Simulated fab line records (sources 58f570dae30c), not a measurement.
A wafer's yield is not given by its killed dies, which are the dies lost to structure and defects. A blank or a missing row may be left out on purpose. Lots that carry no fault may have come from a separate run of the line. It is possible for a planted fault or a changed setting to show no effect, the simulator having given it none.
Matching of chambers ; flow berkeley_cmos170 ; UCB170_NWELL_ETCH_13 on rie_diel-04: 4 sister chambers
The step etches Si3N4 in CH3F/Ar/O2, stops on SiO2, target depth 246.4 nm, time 154 s. 16 wafers are shown with their chamber, then 8 later ones without.

WAFERS PAIRED WITH THEIR CHAMBERS
wafer;chamber;throttle_valve_pct (%);drypump_motor_current_A (A);oes_product_au (a.u.)
L075.2;0;7.85;6.1;0.949
L075.4;2;8.19;5.8;0.925
L075.6;0;7.85;6.1;0.963
L077.3;2;8.17;5.8;0.923
L077.4;1;7.80;5.2;0.943
L077.6;0;7.82;6.1;0.944
L079.1;3;8.02;6.0;0.955
L079.4;2;8.16;5.8;0.930
L079.5;2;8.17;5.9;0.933
L081.1;0;7.83;6.1;0.961
L081.4;2;8.18;5.8;0.932
L081.5;3;8.03;5.9;0.956
L085.1;0;7.84;6.1;0.942
L085.2;3;8.02;6.0;0.940
L085.3;2;8.15;5.9;0.922
L085.4;1;7.80;5.2;0.938

SIGNATURES (averages over the wafers above)
reading;chamber 0;chamber 1;chamber 2;chamber 3;scatter within a chamber
throttle_valve_pct;7.8380;7.8000;8.1700;8.0233;0.0121
drypump_motor_current_A;6.100;5.200;5.833;5.967;0.0408
oes_product_au;0.95180;0.94050;0.92750;0.95033;0.00742
Rule: for a wafer and a chamber, the distance is found by dividing, reading by reading, the gap between the wafer's reading and the chamber's mean by the reading's scatter, squaring, summing and taking the root. If the next closest chamber is less than 2 further off than the closest, the wafer can't be placed; otherwise it belongs to the closest. The scatter is the square root of a quotient: the sum, over the shown wafers, of each reading's squared deviation from its chamber's mean, divided by wafers minus chambers.

WAFERS WHOSE CHAMBER IS MISSING
wafer;throttle_valve_pct (%);drypump_motor_current_A (A);oes_product_au (a.u.)
L085.5;7.87;6.1;0.943
L085.6;8.02;6.0;0.948
L087.2;8.17;5.8;0.918
L087.4;7.84;6.1;0.948
L087.6;8.16;5.8;0.928
L088.1;7.86;6.1;0.955
L088.2;8.00;5.9;0.955
L088.6;8.00;5.9;0.950

EACH ONE'S CHAMBER
wafer;from the rows above;in truth
L085.5;0;0
L085.6;3;3
L087.2;2;2
L087.4;0;0
L087.6;2;2
L088.1;0;0
L088.2;3;3
L088.6;3;3
Placed correctly: 8 of 8. Not placeable from these rows: 0. Number placed wrongly: 0.
